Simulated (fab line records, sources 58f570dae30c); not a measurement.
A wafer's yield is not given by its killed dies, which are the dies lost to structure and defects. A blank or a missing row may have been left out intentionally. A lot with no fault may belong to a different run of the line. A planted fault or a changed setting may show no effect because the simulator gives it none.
Which of the tools did it? :: flow berkeley_cmos170 :: 7 lots with 21 wafers sampled at 2 steps, on a route of 331 steps

WHAT THE GAUGES READ, wafer by wafer
UCB170_PWELL_TW_MEAS_17.
lot: L427
measured: day 3 20:32
on: film_metro-03
PWELL_TW: 379.5 379.5 378.8

lot: L430
measured: day 4 06:43
on: film_metro-01
PWELL_TW: 380.9 381.9 379.8

lot: L431
measured: day 4 15:33
on: film_metro-03
PWELL_TW: 378.9 378.9 378.6

lot: L433
measured: day 5 01:59
on: film_metro-04
PWELL_TW: 375.9 375.8 375.5

lot: L437
measured: day 5 16:39
on: film_metro-03
PWELL_TW: 298.2 298.3 300.5

lot: L444
measured: day 7 01:34
on: film_metro-01
PWELL_TW: 379.8 379.8 381.1

lot: L447
measured: day 7 21:01
on: film_metro-03
PWELL_TW: 381.3 381.7 381.1

WHAT TOOL EACH LOT RAN ON (gives the tool, then ch and the chambers of the sampled wafers, and finally the start)
lot: L427
UCB170_PWELL_IMPLANT_15: implanter-01 ch 0, day 3 20:17

lot: L430
UCB170_PWELL_IMPLANT_15: implanter-02 ch 0, day 4 06:28

lot: L431
UCB170_PWELL_IMPLANT_15: implanter-02 ch 0, day 4 15:19

lot: L433
UCB170_PWELL_IMPLANT_15: implanter-02 ch 0, day 5 01:44

lot: L437
UCB170_PWELL_IMPLANT_15: implanter-02 ch 0, day 5 16:25

lot: L444
UCB170_PWELL_IMPLANT_15: implanter-04 ch 0, day 7 01:20

lot: L447
UCB170_PWELL_IMPLANT_15: implanter-04 ch 0, day 7 20:46
- UCB170_PWELL_IMPLANT_15

THE ANSWER, worked out from the rows above alone
Rule: the usual values come from the lots themselves. Put in order of their means at a reading, lots are off if they are a third of the lots or fewer, leave a main group of 4 or more, and stand apart from it by a gap of 3 or more times the standard deviation of the main group's means; of several such gaps the widest counts. A main group is skipped when, at the precision printed for the reading in the tables above, its means are all equal. A lot without any number at a reading at which 4 lots or more have one is off too. Any other lot the step has rows for is counted as sound.
Off: at UCB170_PWELL_TW_MEAS_17 (PWELL_TW), L437. The main group has a mean of 379.4 with a standard deviation of 1.8.
A tool fits if, at a process step before that reading, it ran every lot that is off, and no sound lot after the first of them. The gauges at UCB170_PWELL_TW_MEAS_17 are tried like those tools. One candidate fits, namely implanter-02 at UCB170_PWELL_IMPLANT_15. A fault onset in the window from L433 (day 5 01:44, its last sound lot) to L437 (day 5 16:25, its first lot off) fits.

WHAT HAD BEEN PUT IN BY THE SIMULATOR
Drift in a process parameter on implanter-02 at UCB170_PWELL_IMPLANT_15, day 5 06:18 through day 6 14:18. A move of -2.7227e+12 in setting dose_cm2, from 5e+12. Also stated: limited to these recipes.
Shown lots that were struck: L437. The rule given above showed the same thing.
